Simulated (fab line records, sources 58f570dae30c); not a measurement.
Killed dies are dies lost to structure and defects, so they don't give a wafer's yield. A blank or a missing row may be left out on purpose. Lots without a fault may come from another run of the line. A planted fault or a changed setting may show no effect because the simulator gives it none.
Which tool did it? | flow berkeley_cmos170 | 14 lots, 42 wafers sampled, at 6 steps of a route of 331

WHAT THE GAUGES READ, wafer by wafer
UCB170_PLDD_OVL_MEAS_07. Usual: PLDD_OVL 3 nm, standard deviation 5.1.
lot  | measured     | on         | PLDD_OVL (nm) | flag
L690 | day 7 20:53  | overlay-02 | 3 4 8         |
L691 | day 7 21:14  | overlay-01 | -4 -3 -4      |
L689 | day 7 21:27  | overlay-02 | 3 13 7        |
L693 | day 8 09:26  | overlay-02 | 10 4 8        |
L695 | day 9 11:17  | overlay-01 | -7 4 -2       |
L701 | day 9 18:35  | overlay-01 | 11 7 9        |
L697 | day 9 22:16  | overlay-01 | 6 0 8         |
L696 | day 9 22:26  | overlay-01 | -1 11 6       |
L698 | day 9 22:32  | overlay-02 | -2 10 1       |
L705 | day 10 13:14 | overlay-01 | 2 15 3        |
L702 | day 10 14:04 | overlay-02 | 2 4 0         |
L703 | day 11 01:13 | overlay-01 | 4 2 7         |
L709 | day 11 09:59 | overlay-02 | 3 8 1         |
L710 | day 11 18:57 | overlay-02 | 9 3 6         |

UCB170_NSD_TW_MEAS_10. Usual: NSD_TW 4158, standard deviation 37.
lot  | measured     | on            | NSD_TW         | flag
L690 | day 8 11:19  | film_metro-02 | 4148 4171 4157 |
L691 | day 8 10:44  | film_metro-02 | 4163 4166 4189 |
L689 | day 8 11:28  | film_metro-03 | 4137 4119 4088 |
L693 | day 8 22:51  | film_metro-01 | 4217 4210 4223 |
L695 | day 9 22:20  | film_metro-02 | 4158 4180 4171 |
L701 | day 10 07:13 | film_metro-03 | 4106 4108 4108 |
L697 | day 10 12:05 | film_metro-03 | 4122 4136 4135 |
L696 | day 10 12:51 | film_metro-01 | 4191 4202 4175 |
L698 | day 10 13:07 | film_metro-03 | 4117 4115 4118 |
L705 | day 11 04:48 | film_metro-01 | 4210 4192 4204 |
L702 | day 11 04:49 | film_metro-03 | 3963 3964 3958 | OFF
L703 | day 11 16:16 | film_metro-03 | 3963 3964 3968 | OFF
L709 | day 11 22:06 | film_metro-01 | 4190 4191 4188 |
L710 | day 12 06:39 | film_metro-02 | 4168 4170 4155 |

UCB170_SDANNEAL_RS_MEAS_03: measures by four-point-probe. Usual: NSD_RS 37.29 ohm/sq, standard deviation 0.1.
lot  | measured     | on            | NSD_RS (ohm/sq)   | flag
L690 | day 8 12:38  | film_metro-02 | 37.42 37.42 37.42 |
L691 | day 8 12:09  | film_metro-02 | 37.38 37.30 37.25 |
L689 | day 8 13:04  | film_metro-03 | 37.12 37.23 37.21 |
L693 | day 9 00:48  | film_metro-03 | 37.13 37.25 37.15 |
L695 | day 10 00:06 | film_metro-02 | 37.40 37.29 37.38 |
L701 | day 10 08:28 | film_metro-03 | 37.30 37.41 37.19 |
L697 | day 10 13:58 | film_metro-01 | 37.30 37.38 37.38 |
L696 | day 10 14:37 | film_metro-03 | 37.20 37.21 37.29 |
L698 | day 10 15:01 | film_metro-02 | 37.39 37.37 37.40 |
L705 | day 11 06:57 | film_metro-01 | 37.44 37.35 37.34 |
L702 | day 11 07:15 | film_metro-02 | 45.31 45.21 45.30 | OFF
L703 | day 11 17:59 | film_metro-02 | 45.08 45.12 45.13 | OFF
L709 | day 11 23:43 | film_metro-02 | 37.45 37.40 37.42 |
L710 | day 12 08:15 | film_metro-03 | 37.10 37.24 37.22 |

WHICH TOOL RAN EACH LOT (tool, then ch and the chambers of the sampled wafers, then the start)
lot  | UCB170_NSD_IMPLANT_08           | UCB170_NSD_STRIP_09                  | UCB170_BACKSIDE_STRIP_03
L690 | implanter-02 ch 0, day 8 11:04  | plasma_asher-02 ch 0, day 8 11:13    | plasma_asher-03 ch 0,1, day 8 12:06
L691 | implanter-01 ch 0, day 8 10:29  | plasma_asher-03 ch 0,1, day 8 10:38  | plasma_asher-02 ch 0,1, day 8 11:38
L689 | implanter-01 ch 0, day 8 11:15  | plasma_asher-01 ch 0,1, day 8 11:23  | plasma_asher-04 ch 0,1, day 8 12:32
L693 | implanter-01 ch 0, day 8 22:36  | plasma_asher-03 ch 0,1, day 8 22:45  | plasma_asher-04 ch 0,1, day 9 00:17
L695 | implanter-02 ch 0, day 9 22:05  | plasma_asher-02 ch 0,1, day 9 22:14  | plasma_asher-03 ch 0,1, day 9 23:14
L701 | implanter-02 ch 0, day 10 07:01 | plasma_asher-03 ch 0,1, day 10 07:08 | plasma_asher-02 ch 0,1, day 10 07:55
L697 | implanter-02 ch 0, day 10 11:51 | plasma_asher-02 ch 1, day 10 11:58   | plasma_asher-03 ch 1, day 10 13:24
L696 | implanter-01 ch 0, day 10 12:38 | plasma_asher-02 ch 0,1, day 10 12:46 | plasma_asher-02 ch 0,1, day 10 14:05
L698 | implanter-04 ch 0, day 10 12:53 | plasma_asher-01 ch 0,1, day 10 13:00 | plasma_asher-04 ch 0,1, day 10 14:23
L705 | implanter-02 ch 0, day 11 04:33 | plasma_asher-01 ch 0,1, day 11 04:42 | plasma_asher-04 ch 0,1, day 11 06:23
L702 | implanter-01 ch 0, day 11 04:34 | plasma_asher-03 ch 0,1, day 11 04:42 | plasma_asher-02 ch 0,1, day 11 06:43
L703 | implanter-01 ch 0, day 11 16:01 | plasma_asher-02 ch 0,1, day 11 16:10 | plasma_asher-02 ch 0,1, day 11 17:27
L709 | implanter-04 ch 0, day 11 21:52 | plasma_asher-02 ch 0,1, day 11 21:59 | plasma_asher-04 ch 0,1, day 11 23:11
L710 | implanter-02 ch 0, day 12 06:25 | plasma_asher-03 ch 0,1, day 12 06:32 | plasma_asher-03 ch 0, day 12 07:41
- UCB170_NSD_IMPLANT_08
- UCB170_NSD_STRIP_09: strips in O2.
- UCB170_BACKSIDE_STRIP_03: strips in O2.

WHAT THE TOOLS THEMSELVES READ (means of the sampled wafers that have a number; where no wafer has one, the mark that the record gives instead)
UCB170_NSD_IMPLANT_08. Usual: dose_ions_cm2 3e+15, standard deviation 3.3e+12; end_station_pressure_torr 1.25e-05 Torr, standard deviation 6.5e-07; faraday_current_uA 9274, standard deviation 190; tilt_deg 7.006 degrees, standard deviation 0.021.
lot  | tool         | dose_ions_cm2 | end_station_pressure_torr (Torr) | faraday_current_uA | tilt_deg (degrees) | flag
L690 | implanter-02 | 3e+15         | 1.26e-05                         | 9341               | 6.994              |
L691 | implanter-01 | 3e+15         | 1.22e-05                         | 9160               | 6.993              |
L689 | implanter-01 | 3e+15         | 1.23e-05                         | 9422               | 7.009              |
L693 | implanter-01 | 3e+15         | 1.26e-05                         | 9330               | 7.029              |
L695 | implanter-02 | 3e+15         | 1.25e-05                         | 9124               | 7.007              |
L701 | implanter-02 | 3e+15         | 1.20e-05                         | 9300               | 7.037              |
L697 | implanter-02 | 3e+15         | 1.28e-05                         | 9058               | 7.011              |
L696 | implanter-01 | 3e+15         | 1.24e-05                         | 9159               | 7.028              |
L698 | implanter-04 | 3e+15         | 1.25e-05                         | 9054               | 7.021              |
L705 | implanter-02 | 3e+15         | 1.31e-05                         | 9147               | 6.992              |
L702 | implanter-01 | 2e+15         | 9.90e-06                         | 6573               | 7.027              | OFF
L703 | implanter-01 | 2e+15         | 1.07e-05                         | 6552               | 6.993              | OFF
L709 | implanter-04 | 3e+15         | 1.32e-05                         | 9225               | 7.015              |
L710 | implanter-02 | 3e+15         | 1.23e-05                         | 9179               | 7.044              |

UCB170_NSD_STRIP_09. Usual: drypump_motor_current_A 5.9 A, standard deviation 0.49; oes_product_au 0.534 a.u., standard deviation 0.0046; strip_time_to_endpoint_s 35.82 s, standard deviation 0.071.
lot  | tool            | drypump_motor_current_A (A) | oes_product_au (a.u.) | strip_time_to_endpoint_s (s) | flag
L690 | plasma_asher-02 | 6.5                         | 0.535                 | 35.76                        |
L691 | plasma_asher-03 | 6.2                         | 0.532                 | 35.82                        |
L689 | plasma_asher-01 | 5.5                         | 0.532                 | 35.77                        |
L693 | plasma_asher-03 | 6.2                         | 0.539                 | 35.89                        |
L695 | plasma_asher-02 | 6.2                         | 0.536                 | 35.84                        |
L701 | plasma_asher-03 | 5.8                         | 0.534                 | 35.69                        |
L697 | plasma_asher-02 | 5.6                         | 0.530                 | 35.72                        |
L696 | plasma_asher-02 | 6.2                         | 0.533                 | 35.89                        |
L698 | plasma_asher-01 | 5.5                         | 0.534                 | 35.88                        |
L705 | plasma_asher-01 | 5.5                         | 0.535                 | 35.80                        |
L702 | plasma_asher-03 | 5.8                         | 0.561                 | 32.49                        | OFF
L703 | plasma_asher-02 | 6.2                         | 0.561                 | 32.53                        | OFF
L709 | plasma_asher-02 | 5.9                         | 0.535                 | 35.75                        |
L710 | plasma_asher-03 | 5.8                         | 0.534                 | 35.85                        |

UCB170_BACKSIDE_STRIP_03. Usual: drypump_motor_current_A 6.0 A, standard deviation 0.64; oes_product_au 0.735 a.u., standard deviation 0.0049; strip_time_to_endpoint_s 21.99 s, standard deviation 0.057.
lot  | tool            | drypump_motor_current_A (A) | oes_product_au (a.u.) | strip_time_to_endpoint_s (s) | flag
L690 | plasma_asher-03 | 5.8                         | 0.731                 | 22.01                        |
L691 | plasma_asher-02 | 6.3                         | 0.732                 | 21.93                        |
L689 | plasma_asher-04 | 6.2                         | 0.734                 | 22.00                        |
L693 | plasma_asher-04 | 5.6                         | 0.737                 | 21.90                        |
L695 | plasma_asher-03 | 5.8                         | 0.734                 | 21.98                        |
L701 | plasma_asher-02 | 5.9                         | 0.739                 | 22.06                        |
L697 | plasma_asher-03 | 6.5                         | 0.735                 | 22.05                        |
L696 | plasma_asher-02 | 6.2                         | 0.734                 | 22.01                        |
L698 | plasma_asher-04 | 6.2                         | 0.731                 | 21.93                        |
L705 | plasma_asher-04 | 5.7                         | 0.736                 | 22.03                        |
L702 | plasma_asher-02 | 6.2                         | 0.735                 | 22.01                        |
L703 | plasma_asher-02 | 6.2                         | 0.729                 | 21.91                        |
L709 | plasma_asher-04 | 5.6                         | 0.739                 | 21.98                        |
L710 | plasma_asher-03 | 5.4                         | 0.737                 | 22.07                        |

THE ANSWER, worked out from the rows above alone
Rule: a lot is off if the mean of its wafers that have a number lies more than 3 standard deviations from the usual mean. A lot without any number at a reading at which 4 lots or more have one is off too. The other lots that the step has rows for count as sound. The gauges are gone through in route order, then the tools' own readings, and for those a lot's mean is taken as printed above. The first step at which some lot is off is used, and at that step the reading that is off furthest; a lot without a number counts as furthest.
Off: L702, L703, at UCB170_NSD_TW_MEAS_10 (NSD_TW).
A tool fits if, at a process step before that reading, it ran every lot that is off, and no sound lot after the first of them. The gauges at UCB170_NSD_TW_MEAS_10 aren't tried: what is off there is off at UCB170_SDANNEAL_RS_MEAS_03 too, on other tools, and a gauge's error can't cause that. One fits: implanter-01 at UCB170_NSD_IMPLANT_08. Its last sound lot is L696 (day 10 12:38), its first lot that is off L702 (day 11 04:34): a fault that began between those two fits.
The tool's own readings at UCB170_NSD_IMPLANT_08 bear it out: on the lots that are off they differ by more than 5 times the standard deviation of the sound lots' means. dose_ions_cm2 reads 2e+15 there against 3e+15 on the sound lots; end_station_pressure_torr reads 1.03e-05 Torr there against 1.25e-05 Torr on the sound lots; faraday_current_uA reads 6562 there against 9208 on the sound lots.

WHAT THE SIMULATOR HAD PUT IN
Process parameter drift: implanter-01, from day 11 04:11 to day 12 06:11, at UCB170_NSD_IMPLANT_08. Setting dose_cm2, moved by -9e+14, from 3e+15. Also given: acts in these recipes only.
Lots struck among those shown: L702, L703. The rule above found the same.
